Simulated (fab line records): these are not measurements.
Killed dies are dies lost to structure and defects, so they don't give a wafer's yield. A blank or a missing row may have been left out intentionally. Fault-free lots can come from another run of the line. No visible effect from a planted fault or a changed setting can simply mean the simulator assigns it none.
Struck lot and sound lot, side by side :: flow rit-cmos :: 45 out of 202 route steps
Sound: the wafers L901.3, L901.5, L901.6. Wafers struck: L906.1, L906.3, L906.6. The cause comes at the end.
Per side, at each step with rows, come the tool, then ch with its chambers, and then its first start. Under that, the readings that differ: sound wafers :: struck wafers :: difference of the means :: sigmas: that difference in standard deviations of wafers without a fault.
alike: readings whose means differ by less than 2 such deviations, and words and numbers that are the same on both sides. not compared: withheld readings, readings that some wafer has no value for, bounds like >300 that may hide the same value, and numbers for which the record gives no deviation and whose values overlap.
A row with sigmas, a row that says differs or no value, or rows on one side alone: a step with any of these is where the two part. Numbers that don't overlap but have no deviation are shown without sigmas and don't part them. Lack of a reading on every wafer of one side parts them only where that side has two or more wafers.

first, 1 step without rows for these wafers: RIT_ACTIVE_DEVELOP_10 (develop time 50 s).
RIT_ACTIVE_CD_MEAS_11 targets a cd of 1400 nm.
  sound on cd-sem-01, day 3 17:05; struck on cd-sem-01, day 4 12:36
  alike: cd-nm
then, 1 step without rows for these wafers: RIT_ACTIVE_HARDBAKE_12 (time 60 s).
RIT_ACTIVE_ETCH_13: etches Si3N4 in SF6, stops on SiO2, time 210 s, target depth 210 nm.
  sound on rie-diel-02 ch 0,3, day 3 17:19; struck on rie-diel-01 ch 1,2, day 4 12:56
  alike: drypump-motor-current-A, oes-product-au, throttle-valve-pct
  not compared: rf-hours-counter-h
RIT_ACTIVE_STRIP_14: strips in O2, time 180 s.
  sound on plasma-asher-01 ch 0,1, day 3 17:31; struck on plasma-asher-04 ch 0,1, day 4 13:08
  alike: drypump-motor-current-A
  not compared: rf-hours-counter-h
RIT_ACTIVE_CD_MEAS_90 targets a cd of 1400 nm.
  sound on cd-sem-01, day 3 17:40; struck on cd-sem-01, day 4 13:19
  alike: cd-nm
then, 4 steps without rows for these wafers: RIT_ACTIVE_CLEAN_15 (cleans in SC1, time 600 s); RIT_ACTIVE_CLEAN_16 (cleans in dHF, time 30 s); RIT_ACTIVE_CLEAN_17 (cleans in SC2, time 600 s); RIT_FOX1_OXIDATION_00 (target thk 350.7 nm, ox time 1130 s).
RIT_FOX1_THK_MEAS_01:
  sound on film-metro-02, day 3 19:27; struck on film-metro-02, day 4 18:37
  alike: FOX1_OXIDE_THK
then, 1 step without rows for these wafers: RIT_FOX1_WET_ETCH_02 (etches SiO2 in BOE, target depth 350 nm, time 390 s).
RIT_FOX2_OXIDATION_00: target thk 350.7 nm, ox time 1130 s.
  sound on furnace-03 ch 0, day 3 19:37; struck on furnace-03 ch 0, day 4 19:37
reading: model.SiO2_of_FOX2_OXIDATION_00.thk-nm (nm)
sound: 349.2 348.2 350.9
struck: 272.5 273.1 275.4
difference: -75.8
sigmas: 
  alike: tube_center_temp_C_max
RIT_FOX2_THK_MEAS_01:
  sound on film-metro-03, day 3 20:56; struck on film-metro-03, day 4 20:56
reading: FOX2_OXIDE_THK (nm)
sound: 349 348 351
struck: 272 273 276
difference: -76
sigmas: -12
then, 2 steps without rows for these wafers: RIT_FOX2_CLEAN_02 (cleans in dHF, time 180 s); RIT_FOX2_WET_ETCH_03 (etches Si3N4 in H3PO4, target depth 195 nm, time 2700 s).
RIT_FOX2_THK_MEAS_90:
  sound on film-metro-02, day 3 21:49; struck on film-metro-01, day 4 21:49
reading: FIELD_OXIDE_LEFT_1_THK (nm)
sound: 322 321 324
struck: 245 246 249
difference: -76
sigmas: -12
then, 6 steps without rows for these wafers: RIT_NWELL_HMDS_00 (prime time 60 s); RIT_NWELL_COAT_01 (resist thk 1300 nm); RIT_NWELL_SOFTBAKE_02 (time 60 s); RIT_NWELL_EXPOSE_03 (exposes mask M2, target cd 43900 nm); RIT_NWELL_PEB_04; RIT_NWELL_DEVELOP_05 (develop time 68 s).
RIT_NWELL_OVL_MEAS_06:
  sound on overlay-01, day 3 22:52; struck on overlay-02, day 4 22:55
  alike: NWELL_OVL
then, 2 steps without rows for these wafers: RIT_NWELL_HARDBAKE_07 (time 120 s); RIT_NWELL_IMPLANT_08.
RIT_NWELL_STRIP_09: strips in O2, time 180 s.
  sound on plasma-asher-02 ch 0,1, day 3 23:22; struck on plasma-asher-02 ch 0,1, day 4 23:20
  alike: drypump-motor-current-A
  not compared: rf-hours-counter-h
RIT_NWELL_TW_MEAS_10:
  sound on film-metro-02, day 3 23:29; struck on film-metro-02, day 4 23:31
  alike: NWELL_TW
then, 6 steps without rows for these wafers: RIT_PWELL_HMDS_00 (prime time 60 s); RIT_PWELL_COAT_01 (resist thk 1300 nm); RIT_PWELL_SOFTBAKE_02 (time 60 s); RIT_PWELL_EXPOSE_03 (exposes mask M3, target cd 43700 nm); RIT_PWELL_PEB_04; RIT_PWELL_DEVELOP_05 (develop time 68 s).
RIT_PWELL_OVL_MEAS_06:
  sound on overlay-01, day 4 00:37; struck on overlay-02, day 5 00:28
  alike: PWELL_OVL
then, 2 steps without rows for these wafers: RIT_PWELL_HARDBAKE_07 (time 120 s); RIT_PWELL_IMPLANT_08.
RIT_PWELL_STRIP_09: strips in O2, time 180 s.
  sound on plasma-asher-01 ch 0,1, day 4 01:06; struck on plasma-asher-03 ch 1, day 5 00:53
  alike: drypump-motor-current-A
  not compared: rf-hours-counter-h
RIT_PWELL_TW_MEAS_10:
  sound on film-metro-02, day 4 01:14; struck on film-metro-02, day 5 01:04
  alike: PWELL_TW
then, 1 step without rows for these wafers: RIT_WELLDRIVE_ANNEAL_00 (time 14700 s).
RIT_WELLDRIVE_RS_MEAS_01: the measuring method here is four-point-probe.
  sound on film-metro-01, day 4 07:44; struck on film-metro-02, day 5 09:50
  alike: NWELL_RS
RIT_WELLDRIVE_RS_MEAS_02: the measuring method here is four-point-probe.
  sound on film-metro-01, day 4 07:52; struck on film-metro-02, day 5 09:58
  alike: PWELL_RS
RIT_FOX2_THK_MEAS_91:
  sound on film-metro-03, day 4 11:36; struck on film-metro-03, day 5 14:00
reading: FIELD_OXIDE_LEFT_2_THK (nm)
sound: 253 252 256
struck: 178 178 181
difference: -75
sigmas: -11
RIT_SILICIDE_WET_ETCH_00: etches SiO2 in BOE, target depth 14 nm, time 15 s.
  sound on wet-bench-02 ch 1, day 5 15:13; struck on wet-bench-04 ch 1, day 6 10:36
reading: model.SiO2_of_FOX2_OXIDATION_00.thk-nm (nm)
sound: 148.9 147.8 149.1
struck: 73.41 74.54 75.52
difference: -74.11
sigmas: 
RIT_M1_PROBE_99:
  sound on prober-02, day 5 23:04; struck on prober-01, day 6 17:43
reading: model.etest.nldd.width-nm (nm)
sound: 3185 3196 3210
struck: 3277 3271 3255
difference: +71
sigmas: 

reading: model.etest.pldd.width-nm (nm)
sound: 3202 3209 3197
struck: 3248 3257 3247
difference: +48
sigmas: 

reading: model.etest.nmos-narrow.drive-ua-um
sound: 238.3 231.8 231.4
struck: 242 241.7 239.1
difference: +7
sigmas: 

reading: model.etest.pwell.rs-ohm-sq
sound: 417.6 415.9 413.5
struck: 401.1 406.5 402.1
difference: -12.4
sigmas: 

reading: model.etest.field-n.vt-v (V)
sound: 34.57 34.47 34.81
struck: 24.39 24.49 24.84
difference: -10.04
sigmas: 

reading: model.etest.field-p-metal.vt-v (V)
sound: -30.3 -30.13 -29.44
struck: -38.42 -37.97 -38.12
difference: -8.21
sigmas: 
  alike: killed-at-contacts, killed-at-front-end, killed-dies, killed-on-rim, killed-open, killed-short
  not compared: model.etest.nplus-sal.width-nm, model.etest.pplus-sal.width-nm

WHERE THEY PART
Last at RIT_FOX2_THK_MEAS_91 as far as this record goes, first at RIT_FOX2_THK_MEAS_01. Later steps at which nothing parts them and some readings are alike: RIT_M1_PROBE_99.

WHY: the cause the simulator had injected
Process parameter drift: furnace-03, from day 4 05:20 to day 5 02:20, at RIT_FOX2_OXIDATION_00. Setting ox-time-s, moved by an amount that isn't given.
